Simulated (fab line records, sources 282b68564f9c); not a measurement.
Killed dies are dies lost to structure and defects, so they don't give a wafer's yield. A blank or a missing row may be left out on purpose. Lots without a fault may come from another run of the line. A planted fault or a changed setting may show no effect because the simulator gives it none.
fab line records | flow rit_cmos
record lots=14 wafers=42 last_day=7
route steps=202 shown SDANNEAL@156 PSD@157 PLDD@159 CONTACT@176 M1@186
lots that met no fault: from a run of the same line without faults
start_h: hours from the record's first day to the start of the lot's first wafer shown | wait_h: hours since the lot's step before | " the same as in the row above | L1.1+2: a row that stands for several wafers | - no value, or no start given | * or withheld: withheld | < > ~ a bound
route shown NAME@n: a module of which the file shows steps, and the number in the route of the first | usual: mean/standard deviation of fault-free wafers | same: alike in all rows | chamber/n: place in a boat | sites: the reading at each site | _std_site: their standard deviation | _edge_site: outer sites' mean less inner sites' | radius_mm: how far each site lies from the wafer's centre | mask NAME#n: copy n | behind: the tool/chamber that last shaped the wafer | hold: why the lot was held/for how many hours/how that ended | device: the transistor (n, p or np) that didn't switch | end of line: the same wafers' tests at the end of the route | a step without rows: its recipe alone | killed: dies lost to structure and defects at the first sort, not the wafer's yield | map: a wafer's dies, x killed, . not, _ none there
set.NAME: the setting as run; set.NAME@STEP: as run at that earlier step | model.NAME: the simulator's own value behind a step, which no gauge read
steps of the route over a sample of lots; a table a step, a row a wafer
## steps
# step RIT_SDANNEAL_RTA_03
# recipe temp_c=1050 time_s=5 idle_temp_c=600 ramp_up_c_per_s=342 ramp_down_c_per_s=171 cool_to_c=600 ambient=N2
# usual wafer_temp_C_max=1053.6/1.2
# columns lot.wafer tool chamber start_h wait_h wafer_temp_C_max
L406.1 rtp_anneal-02 0 69.79 0.0 1053.2
L406.4 " 0 " " 1052.0
L406.6 " 0 " " 1051.9
L407.3 rtp_anneal-01 0 72.93 0.0 1053.5
L407.5 " 0 " " 1053.0
L407.6 " 0 " " 1055.4
L409.1 rtp_anneal-01 0 83.46 0.0 1052.0
L409.3 " 0 " " 1053.2
L409.6 " 0 " " 1054.7
L411.2 rtp_anneal-01 0 96.08 0.0 1051.6
L411.3 " 0 " " 1053.1
L411.6 " 0 " " 1052.2
L412.1 rtp_anneal-02 0 99.53 0.0 1052.9
L412.4 " 0 " " 1053.3
L412.5 " 0 " " 1056.0
L413.1 rtp_anneal-01 0 106.05 0.0 1053.1
L413.2 " 0 " " 1053.2
L413.3 " 0 " " 1052.6
L415.2 rtp_anneal-02 0 113.49 0.0 1052.7
L415.5 " 0 " " 1052.4
L415.6 " 0 " " 1053.0
L414.3 rtp_anneal-01 0 114.82 0.0 1053.1
L414.4 " 0 " " 1055.1
L414.5 " 0 " " 1052.9
L416.2 rtp_anneal-02 0 120.66 0.0 1053.1
L416.3 " 0 " " 1053.7
L416.5 " 0 " " 1052.0
L419.1 rtp_anneal-01 0 134.65 0.0 1034.0
L419.5 " 0 " " 1032.5
L419.6 " 0 " " 1033.0
L421.1 rtp_anneal-01 0 145.34 0.0 1033.6
L421.5 " 0 " " 1032.5
L421.6 " 0 " " 1033.5
L422.1 rtp_anneal-02 0 150.04 0.0 1052.6
L422.2 " 0 " " 1052.5
L422.3 " 0 " " 1054.9
L424.1 rtp_anneal-02 0 158.64 0.0 1055.3
L424.2 " 0 " " 1053.7
L424.5 " 0 " " 1056.2
L426.1 rtp_anneal-02 0 170.01 0.0 1055.6
L426.3 " 0 " " 1052.4
L426.5 " 0 " " 1052.6
# step RIT_SDANNEAL_RS_MEAS_04
# recipe thk_meas_gauge=four-point-probe
# usual PSD_RS=116.1/0.33
# columns lot.wafer tool chamber start_h wait_h hold PSD_RS[ohm/sq]
L406.1 film_metro-02 - 69.85 0.0 - 115.9
L406.4 " - " " - 116.0
L406.6 " - " " - 116.4
L407.3 film_metro-03 - 73.00 0.1 - 116.3
L407.5 " - " " - 116.3
L407.6 " - " " - 116.2
L409.1 film_metro-03 - 83.52 0.0 - 116.6
L409.3 " - " " - 116.2
L409.6 " - " " - 116.4
L411.2 film_metro-03 - 96.15 0.1 - 115.7
L411.3 " - " " - 116.4
L411.6 " - " " - 116.1
L412.1 film_metro-03 - 99.59 0.0 - 116.1
L412.4 " - " " - 115.7
L412.5 " - " " - 115.9
L413.1 film_metro-03 - 106.10 0.0 - 116.4
L413.2 " - " " - 116.6
L413.3 " - " " - 116.4
L415.2 film_metro-01 - 113.56 0.1 - 116.3
L415.5 " - " " - 115.9
L415.6 " - " " - 115.7
L414.3 film_metro-01 - 114.90 0.1 - 116.2
L414.4 " - " " - 116.6
L414.5 " - " " - 116.3
L416.2 film_metro-01 - 120.73 0.1 - 115.6
L416.3 " - " " - 115.7
L416.5 " - " " - 115.2
L419.1 film_metro-03 - 134.71 0.0 await_dispo/0.2h/release 129.8
L419.5 " - " " await_dispo/0.2h/release 130.1
L419.6 " - " " await_dispo/0.2h/release 129.9
L419.1 film_metro-03 - 135.07 0.3 - 129.8
L419.5 " - " " - 129.8
L419.6 " - " " - 130.1
L421.1 film_metro-01 - 145.39 0.0 await_dispo/0.2h/release 130.1
L421.5 " - " " await_dispo/0.2h/release 130.7
L421.6 " - " " await_dispo/0.2h/release 130.0
L421.1 film_metro-01 - 145.75 0.3 - 130.4
L421.5 " - " " - 130.3
L421.6 " - " " - 129.8
L422.1 film_metro-01 - 150.10 0.0 - 115.8
L422.2 " - " " - 115.7
L422.3 " - " " - 116.3
L424.1 film_metro-02 - 158.69 0.0 - 115.7
L424.2 " - " " - 115.4
L424.5 " - " " - 115.2
L426.1 film_metro-02 - 170.06 0.0 - 115.9
L426.3 " - " " - 116.2
L426.5 " - " " - 116.4
# step RIT_SDANNEAL_RS_MEAS_06
# recipe thk_meas_gauge=four-point-probe
# usual PLDD_RS=178.9/0.41
# columns lot.wafer tool chamber start_h wait_h hold PLDD_RS[ohm/sq]
L406.1 film_metro-02 - 70.09 0.1 - 178.5
L406.4 " - " " - 179.0
L406.6 " - " " - 179.1
L407.3 film_metro-03 - 73.24 0.1 - 179.0
L407.5 " - " " - 179.1
L407.6 " - " " - 178.5
L409.1 film_metro-03 - 83.76 0.1 - 178.8
L409.3 " - " " - 179.0
L409.6 " - " " - 179.5
L411.2 film_metro-03 - 96.39 0.1 - 178.0
L411.3 " - " " - 178.8
L411.6 " - " " - 178.7
L412.1 film_metro-03 - 99.83 0.1 - 179.1
L412.4 " - " " - 178.9
L412.5 " - " " - 179.6
L413.1 film_metro-03 - 106.34 0.1 - 178.8
L413.2 " - " " - 178.5
L413.3 " - " " - 178.3
L415.2 film_metro-01 - 113.80 0.1 - 179.1
L415.5 " - " " - 179.1
L415.6 " - " " - 178.9
L414.3 film_metro-01 - 115.14 0.1 - 179.0
L414.4 " - " " - 179.4
L414.5 " - " " - 179.9
L416.2 film_metro-01 - 120.97 0.1 - 178.0
L416.3 " - " " - 178.5
L416.5 " - " " - 177.7
L419.1 film_metro-03 - 138.51 0.1 await_dispo/0.2h/release 194.0
L419.5 " - " " await_dispo/0.2h/release 194.0
L419.6 " - " " await_dispo/0.2h/release 194.4
L419.1 film_metro-03 - 138.79 0.3 - 193.4
L419.5 " - " " - 193.5
L419.6 " - " " - 194.6
L422.1 film_metro-01 - 150.34 0.1 - 179.7
L422.2 " - " " - 179.3
L422.3 " - " " - 179.4
L421.1 film_metro-01 - 153.45 0.1 await_dispo/0.2h/release 194.2
L421.5 " - " " await_dispo/0.2h/release 194.4
L421.6 " - " " await_dispo/0.2h/release 194.0
L421.1 film_metro-01 - 153.74 0.3 - 194.4
L421.5 " - " " - 194.6
L421.6 " - " " - 194.4
L424.1 film_metro-02 - 158.93 0.1 - 179.2
L424.2 " - " " - 179.0
L424.5 " - " " - 179.4
L426.1 film_metro-02 - 170.30 0.1 - 178.9
L426.3 " - " " - 178.4
L426.5 " - " " - 178.6
# step RIT_CONTACT_CD_MEAS_08
# recipe target_cd_nm=1000
# usual cd_nm=999.9/2.1
# columns lot.wafer tool chamber start_h wait_h cd_nm
L406.1 cd_sem-02 - 71.92 - 997.8
L406.4 " - " " 1000.6
L406.6 " - " " 995.5
L407.3 cd_sem-01 - 75.18 - 1000.3
L407.5 " - " " 998.6
L407.6 " - " " 1001.1
L409.1 cd_sem-01 - 85.60 - 999.0
L409.3 " - " " 998.4
L409.6 " - " " 998.7
L411.2 cd_sem-01 - 98.35 - 1001.8
L411.3 " - " " 999.9
L411.6 " - " " 1001.5
L412.1 cd_sem-02 - 101.79 - 1001.6
L412.4 " - " " 1002.2
L412.5 " - " " 1002.4
L413.1 cd_sem-02 - 108.18 - 1001.6
L413.2 " - " " 999.9
L413.3 " - " " 997.8
L415.2 cd_sem-02 - 115.86 - 999.5
L415.5 " - " " 997.1
L415.6 " - " " 999.2
L414.3 cd_sem-02 - 117.03 - 998.7
L414.4 " - " " 1000.2
L414.5 " - " " 999.4
L416.2 cd_sem-02 - 122.93 - 1001.0
L416.3 " - " " 1000.9
L416.5 " - " " 1001.5
L419.1 cd_sem-02 - 141.86 - 998.0
L419.5 " - " " 995.6
L419.6 " - " " 997.9
L422.1 cd_sem-02 - 152.29 - 1004.9
L422.2 " - " " 1000.4
L422.3 " - " " 1002.8
L421.1 cd_sem-02 - 160.56 - 1006.3
L421.5 " - " " 1002.8
L421.6 " - " " 1002.5
L424.1 cd_sem-02 - 161.07 - 999.5
L424.2 " - " " 999.3
L424.5 " - " " 997.1
L426.1 cd_sem-02 - 172.27 - 998.7
L426.3 " - " " 998.5
L426.5 " - " " 996.2
# step RIT_CONTACT_CD_MEAS_90
# recipe target_cd_nm=1000
# usual cd_nm=999.9/2.1
# columns lot.wafer tool chamber start_h wait_h cd_nm
L406.1 cd_sem-01 - 72.64 0.1 997.5
L406.4 " - " " 999.7
L406.6 " - " " 995.7
L407.3 cd_sem-01 - 75.89 0.1 1000.3
L407.5 " - " " 998.6
L407.6 " - " " 1001.4
L409.1 cd_sem-01 - 86.28 0.1 998.9
L409.3 " - " " 998.4
L409.6 " - " " 998.8
L411.2 cd_sem-02 - 99.17 0.1 1001.5
L411.3 " - " " 1000.4
L411.6 " - " " 1001.8
L412.1 cd_sem-02 - 102.46 0.1 1001.5
L412.4 " - " " 1002.0
L412.5 " - " " 1002.3
L413.1 cd_sem-02 - 108.86 0.1 1001.0
L413.2 " - " " 999.7
L413.3 " - " " 997.7
L415.2 cd_sem-02 - 116.53 0.1 999.2
L415.5 " - " " 996.9
L415.6 " - " " 999.4
L414.3 cd_sem-02 - 117.70 0.1 998.7
L414.4 " - " " 999.3
L414.5 " - " " 999.4
L416.2 cd_sem-02 - 123.61 0.1 1000.7
L416.3 " - " " 1000.8
L416.5 " - " " 1001.6
L419.1 cd_sem-02 - 142.77 0.1 999.0
L419.5 " - " " 995.6
L419.6 " - " " 998.9
L422.1 cd_sem-02 - 152.97 0.1 1005.2
L422.2 " - " " 1000.2
L422.3 " - " " 1003.1
L421.1 cd_sem-02 - 161.24 0.1 1007.0
L421.5 " - " " 1002.5
L421.6 " - " " 1001.9
L424.1 cd_sem-02 - 161.91 0.1 999.9
L424.2 " - " " 999.5
L424.5 " - " " 997.5
L426.1 cd_sem-01 - 172.94 0.1 998.6
L426.3 " - " " 998.2
L426.5 " - " " 996.1
# step RIT_M1_THK_MEAS_02
# recipe thk_meas_gauge=xrf reads=Al_of_M1_SPUTTER_00
# usual M1_AL_THK=403/4.5
# columns lot.wafer tool chamber start_h wait_h M1_AL_THK[nm]
L406.1 film_metro-01 - 73.52 0.1 401
L406.4 " - " " 405
L406.6 " - " " 401
L407.3 film_metro-02 - 76.76 0.1 405
L407.5 " - " " 404
L407.6 " - " " 408
L409.1 film_metro-03 - 87.16 0.1 410
L409.3 " - " " 410
L409.6 " - " " 408
L411.2 film_metro-02 - 100.06 0.1 403
L411.3 " - " " 404
L411.6 " - " " 403
L412.1 film_metro-03 - 103.38 0.1 404
L412.4 " - " " 408
L412.5 " - " " 406
L413.1 film_metro-01 - 109.97 0.1 404
L413.2 " - " " 402
L413.3 " - " " 403
L415.2 film_metro-03 - 117.42 0.1 403
L415.5 " - " " 401
L415.6 " - " " 402
L414.3 film_metro-02 - 118.76 0.1 409
L414.4 " - " " 411
L414.5 " - " " 409
L416.2 film_metro-02 - 124.67 0.1 396
L416.3 " - " " 395
L416.5 " - " " 398
L419.1 film_metro-02 - 143.67 0.1 408
L419.5 " - " " 404
L419.6 " - " " 407
L422.1 film_metro-03 - 153.85 0.1 398
L422.2 " - " " 399
L422.3 " - " " 402
L421.1 film_metro-03 - 162.12 0.1 410
L421.5 " - " " 411
L421.6 " - " " 409
L424.1 film_metro-03 - 162.79 0.1 402
L424.2 " - " " 406
L424.5 " - " " 404
L426.1 film_metro-01 - 174.02 0.1 402
L426.3 " - " " 402
L426.5 " - " " 406
# step RIT_M1_PROBE_99
# usual killed_at_contacts=0.0/0.18 killed_at_front_end=7/3.4 killed_dies=7/3.4 killed_open=3.4/2 killed_short=3.6/2.1
# same gross_dies=264 killed_at_M0_to_M3=0 killed_at_M4_up=0 killed_at_back_side=0 killed_at_other=0
# columns lot.wafer tool chamber start_h wait_h killed_at_contacts killed_at_front_end killed_dies killed_open killed_short
L406.1 prober-01 - 77.47 0.1 0 5 5 2 3
L406.4 prober-01 - 77.62 0.2 0 10 10 8 2
L406.6 prober-01 - 77.72 0.2 0 6 6 3 3
L407.3 prober-02 - 80.56 0.2 0 9 9 4 5
L407.5 prober-02 - 80.66 0.2 0 9 9 2 7
L407.6 prober-02 - 80.71 0.2 0 5 5 2 3
L409.1 prober-02 - 91.79 0.1 0 5 5 2 3
L409.3 prober-02 - 91.89 0.2 0 8 8 4 4
L409.6 prober-02 - 92.04 0.2 0 2 2 2 0
L411.2 prober-02 - 103.82 0.1 0 4 4 2 2
L411.3 prober-02 - 103.87 0.2 0 3 3 2 1
L411.6 prober-02 - 104.02 0.2 0 5 5 1 4
L412.1 prober-01 - 107.08 0.1 0 10 10 6 4
L412.4 prober-01 - 107.23 0.2 0 9 9 5 4
L412.5 prober-01 - 107.28 0.2 0 12 12 6 6
L413.1 prober-02 - 113.74 0.1 1 8 9 4 5
L413.2 prober-02 - 113.79 0.1 0 8 8 4 4
L413.3 prober-02 - 113.84 0.2 0 7 7 3 4
L415.2 prober-02 - 121.08 0.1 0 11 11 7 4
L415.5 prober-02 - 121.23 0.2 0 7 7 2 5
L415.6 prober-02 - 121.28 0.2 0 7 7 4 3
L414.3 prober-01 - 122.94 0.2 0 13 13 6 7
L414.4 prober-01 - 122.99 0.2 0 7 7 3 4
L414.5 prober-01 - 123.04 0.2 0 10 10 7 3
L416.2 prober-02 - 128.31 0.1 0 5 5 4 1
L416.3 prober-02 - 128.36 0.2 0 11 11 5 6
L416.5 prober-02 - 128.46 0.2 0 14 14 8 6
L419.1 prober-01 - 147.27 0.1 0 11 11 4 7
L419.5 prober-01 - 147.47 0.2 0 5 5 2 3
L419.6 prober-01 - 147.52 0.2 0 7 7 4 3
L422.1 prober-01 - 157.45 0.1 0 5 5 4 1
L422.2 prober-01 - 157.50 0.1 0 14 14 5 9
L422.3 prober-01 - 157.55 0.2 0 5 5 4 1
L421.1 prober-02 - 165.72 0.1 0 1 1 1 0
L421.5 prober-02 - 165.92 0.2 0 4 4 1 3
L421.6 prober-02 - 165.97 0.2 0 4 4 1 3
L424.1 prober-01 - 166.52 0.1 0 8 8 5 3
L424.2 prober-01 - 166.57 0.1 0 5 5 5 0
L424.5 prober-01 - 166.72 0.2 0 1 1 1 0
L426.1 prober-01 - 177.76 0.1 0 12 12 7 5
L426.3 prober-01 - 177.86 0.2 0 5 5 1 4
L426.5 prober-01 - 177.96 0.2 1 6 7 4 3
# killed by level:class
L406.1 SILICIDE:geometric_particle:open=2 FOX1:geometric_particle:short=1 GATE:geometric_particle:short=1 SILICIDE:geometric_particle:short=1
L406.4 GATE:geometric_particle:open=3 REOX:geometric_particle:open=2 SPACER:geometric_particle:open=2 GATE:geometric_particle:short=1 SILICIDE:geometric_particle:open=1 SILICIDE:geometric_particle:short=1
L406.6 FOX1:geometric_particle:open=2 ACTIVE:geometric_particle:short=1 GATE:geometric_particle:open=1 REOX:geometric_particle:short=1 SILICIDE:geometric_particle:short=1
L407.3 REOX:geometric_particle:short=3 GATE:geometric_particle:open=2 FOX2:geometric_particle:open=1 GATE:geometric_particle:short=1 REOX:geometric_particle:open=1 SILICIDE:geometric_particle:short=1
L407.5 GATE:geometric_particle:short=4 SILICIDE:geometric_particle:short=2 FOX2:geometric_particle:short=1 GATE:geometric_particle:open=1 SPACER:geometric_particle:open=1
L407.6 GATE:geometric_particle:open=2 REOX:geometric_particle:short=2 GATE:geometric_particle:short=1
L409.1 FOX2:geometric_particle:short=1 GATE:geometric_particle:open=1 GATE:geometric_particle:short=1 REOX:geometric_particle:short=1 SILICIDE:geometric_particle:open=1
L409.3 GATE:geometric_particle:short=3 GATE:geometric_particle:open=2 FOX1:geometric_particle:short=1 FOX1:geometric_particle:open=1 REOX:geometric_particle:open=1
L409.6 GATE:geometric_particle:open=2
L411.2 FOX2:geometric_particle:short=1 GATE:geometric_particle:short=1 REOX:geometric_particle:open=1 SILICIDE:geometric_particle:open=1
L411.3 GATE:geometric_particle:open=1 REOX:geometric_particle:short=1 SILICIDE:geometric_particle:open=1
L411.6 GATE:geometric_particle:short=3 SPACER:geometric_particle:open=1 SPACER:geometric_particle:short=1
L412.1 REOX:geometric_particle:open=3 FOX1:geometric_particle:open=2 SILICIDE:geometric_particle:short=2 GATE:geometric_particle:open=1 REOX:geometric_particle:short=1 SPACER:geometric_particle:short=1
L412.4 GATE:geometric_particle:open=3 GATE:geometric_particle:short=2 FOX2:geometric_particle:short=1 REOX:geometric_particle:open=1 SILICIDE:geometric_particle:short=1 SILICIDE:geometric_particle:open=1
L412.5 GATE:geometric_particle:open=2 GATE:geometric_particle:short=2 REOX:geometric_particle:short=2 FOX1:geometric_particle:short=1 FOX2:geometric_particle:open=1 REOX:geometric_particle:open=1 SPACER:geometric_particle:open=1 SILICIDE:geometric_particle:open=1
L413.1 GATE:geometric_particle:open=4 GATE:geometric_particle:short=3 SILICIDE:geometric_particle:short=1 CONTACT:geometric_particle:short=1
L413.2 GATE:geometric_particle:open=2 SILICIDE:geometric_particle:short=2 FOX1:geometric_particle:open=1 GATE:geometric_particle:short=1 REOX:geometric_particle:short=1 REOX:geometric_particle:open=1
L413.3 GATE:geometric_particle:short=3 FOX1:geometric_particle:open=2 SPACER:geometric_particle:open=1 SILICIDE:geometric_particle:short=1
L415.2 SPACER:geometric_particle:open=3 FOX1:geometric_particle:open=1 FOX1:geometric_particle:short=1 FOX2:geometric_particle:open=1 GATE:geometric_particle:short=1 GATE:geometric_particle:open=1 REOX:geometric_particle:open=1 SPACER:geometric_particle:short=1
L415.5 GATE:geometric_particle:short=3 GATE:geometric_particle:open=1 SPACER:geometric_particle:short=1 SILICIDE:geometric_particle:short=1 SILICIDE:geometric_particle:open=1
L415.6 FOX1:geometric_particle:open=2 GATE:geometric_particle:short=2 GATE:geometric_particle:open=1 REOX:geometric_particle:open=1 REOX:geometric_particle:short=1
L414.3 FOX1:geometric_particle:open=2 FOX1:geometric_particle:short=2 REOX:geometric_particle:short=2 FOX2:geometric_particle:open=1 FOX2:geometric_particle:short=1 GATE:geometric_particle:short=1 GATE:geometric_particle:open=1 SPACER:geometric_particle:open=1
L414.4 REOX:geometric_particle:short=3 SILICIDE:geometric_particle:open=2 GATE:geometric_particle:open=1 GATE:geometric_particle:short=1
L414.5 GATE:geometric_particle:open=4 FOX1:geometric_particle:short=2 FOX1:geometric_particle:open=1 FOX2:geometric_particle:open=1 SILICIDE:geometric_particle:short=1 SILICIDE:geometric_particle:open=1
L416.2 GATE:geometric_particle:open=2 FOX2:geometric_particle:open=1 FOX2:geometric_particle:short=1 SPACER:geometric_particle:open=1
L416.3 FOX2:geometric_particle:open=3 FOX1:geometric_particle:short=2 FOX2:geometric_particle:short=2 GATE:geometric_particle:short=2 FOX1:geometric_particle:open=1 GATE:geometric_particle:open=1
L416.5 GATE:geometric_particle:short=4 GATE:geometric_particle:open=4 FOX1:geometric_particle:open=2 FOX1:geometric_particle:short=1 FOX2:geometric_particle:short=1 REOX:geometric_particle:open=1 SILICIDE:geometric_particle:open=1
L419.1 GATE:geometric_particle:short=3 REOX:geometric_particle:short=2 REOX:geometric_particle:open=2 FOX1:geometric_particle:short=1 FOX1:geometric_particle:open=1 FOX2:geometric_particle:short=1 GATE:geometric_particle:open=1
L419.5 FOX1:geometric_particle:short=2 SPACER:geometric_particle:open=1 SILICIDE:geometric_particle:short=1 SILICIDE:geometric_particle:open=1
L419.6 FOX1:geometric_particle:short=1 GATE:geometric_particle:open=1 GATE:geometric_particle:short=1 REOX:geometric_particle:short=1 REOX:geometric_particle:open=1 SPACER:geometric_particle:open=1 SILICIDE:geometric_particle:open=1
L422.1 FOX1:geometric_particle:open=1 REOX:geometric_particle:open=1 SPACER:geometric_particle:short=1 SPACER:geometric_particle:open=1 SILICIDE:geometric_particle:open=1
L422.2 GATE:geometric_particle:short=4 SPACER:geometric_particle:short=4 GATE:geometric_particle:open=3 SPACER:geometric_particle:open=1 SILICIDE:geometric_particle:open=1 SILICIDE:geometric_particle:short=1
L422.3 SPACER:geometric_particle:open=2 FOX2:geometric_particle:open=1 GATE:geometric_particle:open=1 GATE:geometric_particle:short=1
L421.1 GATE:geometric_particle:open=1
L421.5 GATE:geometric_particle:short=2 FOX1:geometric_particle:open=1 SPACER:geometric_particle:short=1
L421.6 GATE:geometric_particle:short=2 GATE:geometric_particle:open=1 SPACER:geometric_particle:short=1
L424.1 REOX:geometric_particle:open=2 SILICIDE:geometric_particle:short=2 FOX1:geometric_particle:open=1 FOX2:geometric_particle:open=1 FOX2:geometric_particle:short=1 GATE:geometric_particle:open=1
L424.2 SPACER:geometric_particle:open=2 FOX1:geometric_particle:open=1 REOX:geometric_particle:open=1 SILICIDE:geometric_particle:open=1
L424.5 GATE:geometric_particle:open=1
L426.1 GATE:geometric_particle:short=3 GATE:geometric_particle:open=2 REOX:geometric_particle:open=2 FOX1:geometric_particle:open=1 SPACER:geometric_particle:open=1 SPACER:geometric_particle:short=1 SILICIDE:geometric_particle:open=1 SILICIDE:geometric_particle:short=1
L426.3 GATE:geometric_particle:short=2 FOX1:geometric_particle:short=1 FOX1:geometric_particle:open=1 SILICIDE:geometric_particle:short=1
L426.5 GATE:geometric_particle:short=3 GATE:geometric_particle:open=2 FOX1:geometric_particle:open=1 CONTACT:geometric_particle:open=1
## key
first_sign step=RIT_SDANNEAL_RTA_03 reading=wafer_temp_C_max direction=down sigmas=17 usual=* struck=*
effect step=RIT_SDANNEAL_RS_MEAS_04 reading=visit direction=added
effect step=RIT_SDANNEAL_RS_MEAS_04 reading=PSD_RS direction=up sigmas=43 usual=116.1 struck=130.1
effect step=RIT_SDANNEAL_RS_MEAS_06 reading=visit direction=added
effect step=RIT_SDANNEAL_RS_MEAS_06 reading=PLDD_RS direction=up sigmas=37 usual=178.9 struck=194.2
met_at RIT_SDANNEAL_RTA_03
struck_lots L419,L421
tester_left_out L419,L421
not_acting_at RIT_CONTACT_CD_MEAS_08,RIT_CONTACT_CD_MEAS_90,RIT_M1_THK_MEAS_02
onset_between 114.82 134.65
fault kind=process_parameter_drift tool=rtp_anneal-01 chamber=- onset_h=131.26 steps=RIT_SDANNEAL_RTA_03 channel=temp_c offset=* shape=step end_h=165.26 acts_in=* stated=*
# tester_left_out: of these lots the tester's yield and bins aren't shown, on N5 and GAA mostly nor the transistor test; their killed dies are dies lost to structure and defects alone, not to doping, threshold or leakage, so they don't give the yield
